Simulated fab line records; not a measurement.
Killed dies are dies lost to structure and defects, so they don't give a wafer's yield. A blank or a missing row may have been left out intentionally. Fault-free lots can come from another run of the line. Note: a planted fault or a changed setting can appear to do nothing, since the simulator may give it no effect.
Comparing a struck lot with a sound one / flow rit_cmos / 27 out of 202 route steps
Sound: the wafers L657.2, L657.5, L657.6. Struck: wafers L667.4, L667.5, L667.6. The cause is given at the end.
For every step that has rows: the tool of each side, followed by ch and its chambers, followed by its first start. Under that, the readings that differ: sound wafers / struck wafers / difference of the means / sigmas: that difference in standard deviations of wafers without a fault.
alike: readings whose means differ by less than 2 such deviations, and words and numbers that are the same on both sides. not compared: withheld readings, readings that some wafer has no value for, bounds like >300 that may hide the same value, and numbers for which the record gives no deviation and whose values overlap.
A row with sigmas, a row that says differs or no value, or rows on one side alone: a step with any of these is where the two part. When numbers do not overlap yet have no deviation, they are printed without sigmas and do not part them. A reading missing from all wafers of one side parts the sides only when that side holds two or more wafers.

RIT_ACTIVE_BOW_MEAS_00:
  sound on film_metro-04 at day 2 06:01; struck on film_metro-01 at day 4 08:04
  alike: INCOMING_BOW
RIT_ACTIVE_OXIDATION_01: target thk 46.8 nm, ox time 3360 s.
  sound on furnace-02 ch 0, day 2 06:07; struck on furnace-04 ch 0, day 4 08:07
reading=spike_tc_centre_C (C); sound=1002.5 1003.2 1001.2; struck=1016.0 1018.1 1016.6; difference=+14.6; sigmas=+13
reading=spike_tc_load_C (C); sound=1027.3 1026.2 1025.8; struck=1040.8 1041.7 1040.0; difference=+14.4; sigmas=+12
reading=spike_tc_source_C (C); sound=1023.2 1024.9 1022.6; struck=1039.1 1039.8 1039.6; difference=+15.9; sigmas=+16
reading=tube_center_temp_C (C); sound=999.99 1000 999.99; struck=1014.9 1015 1015; difference=+15.0; sigmas=+99 or more
reading=tube_center_temp_C_max; sound=1002.0 1002.1 1002.2; struck=1017.3 1017.3 1017.4; difference=+15.2; sigmas=+36
reading=model.SiO2_of_ACTIVE_OXIDATION_01.thk_nm (nm); sound=45.57 46.31 46.96; struck=53.17 53.64 54.29; difference=+7.42; sigmas=
  alike: zone_power_source_pct
RIT_ACTIVE_THK_MEAS_02:
  sound on film_metro-01 at day 2 08:04; struck on film_metro-03 at day 4 10:19
reading=ACTIVE_OXIDE_THK (nm); sound=45.6 46.3 47.0; struck=53.2 53.7 54.3; difference=+7.4; sigmas=+9
  not compared: hold
RIT_ACTIVE_THK_MEAS_04:
  sound on film_metro-04 at day 2 09:32; struck on film_metro-01 at day 4 19:23
  alike: ACTIVE_NITRIDE_THK
then, 6 steps without rows for these wafers: RIT_ACTIVE_HMDS_05 (prime time 60 s); RIT_ACTIVE_COAT_06 (resist thk 1000 nm); RIT_ACTIVE_SOFTBAKE_07 (time 60 s); RIT_ACTIVE_EXPOSE_08 (exposes mask M1, target cd 1400 nm); RIT_ACTIVE_PEB_09; RIT_ACTIVE_DEVELOP_10 (develop time 50 s).
RIT_ACTIVE_CD_MEAS_11: target cd 1400 nm.
  sound on cd_sem-01 at day 2 10:35; struck on cd_sem-02 at day 4 21:20
reading=cd_nm (nm); sound=1399.5 1397.8 1399.1; struck=1405.8 1404.0 1401.8; difference=+5.1; sigmas=+2
then, 1 step without rows for these wafers: RIT_ACTIVE_HARDBAKE_12 (time 60 s).
RIT_ACTIVE_ETCH_13: etches Si3N4 in SF6, stops on SiO2, time 210 s, target depth 210 nm.
  sound on rie_diel-03 ch 0,1,2, day 2 10:50; struck on rie_diel-01 ch 0,3, day 4 21:33
reading=throttle_valve_pct (%); sound=7.20 7.33 7.34; struck=7.65 7.66 7.49; difference=+0.31; sigmas=+2
  alike: drypump_motor_current_A, oes_product_au
  not compared: rf_hours_counter_h
RIT_ACTIVE_STRIP_14: strips in O2, time 180 s.
  sound on plasma_asher-02 ch 0,1, day 2 10:58; struck on plasma_asher-03 ch 0,1, day 4 21:45
  alike: drypump_motor_current_A
  not compared: rf_hours_counter_h
RIT_ACTIVE_CD_MEAS_90: target cd 1400 nm.
  sound on cd_sem-01 at day 2 11:10; struck on cd_sem-01 at day 4 21:55
reading=cd_nm (nm); sound=1399.6 1397.8 1399.3; struck=1405.4 1403.8 1401.9; difference=+4.8; sigmas=+2
then, 4 steps without rows for these wafers: RIT_ACTIVE_CLEAN_15 (cleans in SC1, time 600 s); RIT_ACTIVE_CLEAN_16 (cleans in dHF, time 30 s); RIT_ACTIVE_CLEAN_17 (cleans in SC2, time 600 s); RIT_FOX1_OXIDATION_00 (target thk 350.7 nm, ox time 1130 s).
RIT_FOX1_THK_MEAS_01:
  sound on film_metro-01 at day 2 13:30; struck on film_metro-02 at day 4 23:44
  alike: FOX1_OXIDE_THK
then, 2 steps without rows for these wafers: RIT_FOX1_WET_ETCH_02 (etches SiO2 in BOE, target depth 350 nm, time 390 s); RIT_FOX2_OXIDATION_00 (target thk 350.7 nm, ox time 1130 s).
RIT_FOX2_THK_MEAS_01:
  sound on film_metro-02 at day 2 14:59; struck on film_metro-03 at day 5 02:11
  alike: FOX2_OXIDE_THK
then, 1 step without rows for these wafers: RIT_FOX2_CLEAN_02 (cleans in dHF, time 180 s).
RIT_FOX2_WET_ETCH_03: etches Si3N4 in H3PO4, target depth 195 nm, time 2700 s.
  sound on wet_bench-02 ch 0, day 2 15:06; struck on wet_bench-04 ch 1, day 5 02:34
reading=model.SiO2_of_ACTIVE_OXIDATION_01.thk_nm (nm); sound=40.33 40.98 41.58; struck=46.81 47.23 47.17; difference=+6.11; sigmas=
  alike: bath_heat_duty_pct
RIT_FOX2_THK_MEAS_90:
  sound on film_metro-01 at day 2 15:52; struck on film_metro-02 at day 5 03:25
  alike: FIELD_OXIDE_LEFT_1_THK
RIT_M1_PROBE_99:
  sound on prober-01 at day 4 04:38; struck on prober-01 at day 6 19:44
  alike: killed_at_front_end, killed_dies, killed_open, killed_short

## WHERE THEY PART
Earliest at RIT_ACTIVE_OXIDATION_01; latest, in this record, at RIT_ACTIVE_CD_MEAS_90. Later steps at which nothing parts them and some readings are alike: RIT_FOX1_THK_MEAS_01, RIT_FOX2_THK_MEAS_01, RIT_FOX2_WET_ETCH_03, RIT_FOX2_THK_MEAS_90, RIT_M1_PROBE_99.

WHY: what had been put in by the simulator
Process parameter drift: furnace-04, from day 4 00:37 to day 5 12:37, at RIT_ACTIVE_OXIDATION_01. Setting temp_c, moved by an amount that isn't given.
